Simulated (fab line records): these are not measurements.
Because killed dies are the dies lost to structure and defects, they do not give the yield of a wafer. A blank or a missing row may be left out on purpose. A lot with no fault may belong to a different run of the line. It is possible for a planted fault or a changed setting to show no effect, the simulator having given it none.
Check of tool commonality ; flow rit-cmos ; Sample size 14 lots and 42 wafers

== WHY THIS WAS OPENED ==
Of 14 lots, 2 have the reading PSD_RS flagged at RIT_SDANNEAL_RS_MEAS_04. Fault-free wafers read 115.9 ohm/sq, with a standard deviation of 0.31.
Rule: flag the lot when none of its wafers has a number, or when each of its wafers that has one lies beyond 4 standard deviations from that mean. The rest of the lots are taken to be sound.

lot;measured;on;PSD_RS (ohm/sq), wafer by wafer;flag
L203;day 4 05:04;film-metro-01;116.1 116.0 116.1;
L204;day 4 11:31;film-metro-03;115.7 115.8 115.9;
L205;day 4 14:13;film-metro-03;115.4 115.7 115.8;
L206;day 4 14:28;film-metro-02;116.0 115.6 115.8;
L207;day 5 06:01;film-metro-02;115.9 116.1 116.0;
L208;day 5 08:50;film-metro-02;115.6 115.5 115.8;
L209;day 5 11:49;film-metro-03;115.9 116.0 115.5;
L211;day 5 22:38;film-metro-02;116.0 116.0 116.1;
L214;day 6 16:55;film-metro-03;115.8 115.6 115.9;
L215;day 6 22:57;film-metro-03;115.8 116.0 116.3;
L220;day 7 18:44;film-metro-01;112.8 112.5 112.6;FLAGGED
L221;day 8 04:46;film-metro-01;112.3 112.2 112.2;FLAGGED
L222;day 8 09:26;film-metro-01;116.3 115.9 116.1;
L223;day 8 21:27;film-metro-02;115.7 115.9 115.6;
The mean of the flagged lots' numbers is 112.4 ohm/sq, -3.5 ohm/sq from the usual (-11 standard deviations).

== LOT BY LOT: THE TOOL USED ==
The record keeps 1 process step preceding the reading, out of 202 steps on the route. In each cell: the tool, then ch and the chambers that the sampled wafers went through, then the start.
lot;flag;RIT_PSD_IMPLANT_08
L203;;implanter-03 ch 0, day 4 04:14
L204;;implanter-02 ch 0, day 4 10:43
L205;;implanter-01 ch 0, day 4 13:21
L206;;implanter-02 ch 0, day 4 13:40
L207;;implanter-02 ch 0, day 5 05:09
L208;;implanter-02 ch 0, day 5 08:01
L209;;implanter-01 ch 0, day 5 10:56
L211;;implanter-01 ch 0, day 5 21:49
L214;;implanter-02 ch 0, day 6 16:06
L215;;implanter-01 ch 0, day 6 22:07
L220;FLAGGED;implanter-02 ch 0, day 7 17:55
L221;FLAGGED;implanter-02 ch 0, day 8 03:57
L222;;implanter-01 ch 0, day 8 08:38
L223;;implanter-01 ch 0, day 8 20:37
What these steps do:
- RIT_PSD_IMPLANT_08
- RIT_SDANNEAL_RS_MEAS_04: measures by four-point-probe.

== FLAGGED OVER TOTAL, TOOL BY TOOL (the gauges that took the reading come last) ==
step;tool;lots run;flagged;share of the flagged lots;sound lots run after its first flagged lot
RIT_PSD_IMPLANT_08;implanter-01;6;0;none;-
RIT_PSD_IMPLANT_08;implanter-02;7;2;all;0
RIT_PSD_IMPLANT_08;implanter-03;1;0;none;-
RIT_SDANNEAL_RS_MEAS_04;film-metro-01;4;2;all;1 (L222)
RIT_SDANNEAL_RS_MEAS_04;film-metro-02;5;0;none;-
RIT_SDANNEAL_RS_MEAS_04;film-metro-03;5;0;none;-

== WHAT THE TABLE PERMITS ==
implanter-02 at RIT_PSD_IMPLANT_08 and film-metro-01 at RIT_SDANNEAL_RS_MEAS_04 are the 2 rows of the table that ran each flagged lot.
- implanter-02 at RIT_PSD_IMPLANT_08: 2 of its 7 lots flagged. A fault beginning between L214 (day 6 16:06), its last sound lot, and L220 (day 7 17:55), its first flagged one, fits the data. Its own readings lie more than 4 standard deviations out on every wafer of the flagged lots: end-station-pressure-torr.
- film-metro-01 at RIT_SDANNEAL_RS_MEAS_04: 2 of its 4 lots flagged. Sound lots followed the first flagged one (L222) on it, something a lasting fault affecting the whole tool could not allow.
One tool is left: implanter-02 at RIT_PSD_IMPLANT_08.

== WHAT THE SIMULATOR PUT IN ==
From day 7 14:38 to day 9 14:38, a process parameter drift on implanter-02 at RIT_PSD_IMPLANT_08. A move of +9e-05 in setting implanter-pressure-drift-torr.
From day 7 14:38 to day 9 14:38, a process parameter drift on implanter-02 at RIT_PSD_IMPLANT_08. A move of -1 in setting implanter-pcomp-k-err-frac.
Shown lots that were struck: L220, L221. Same finding as the rule above.
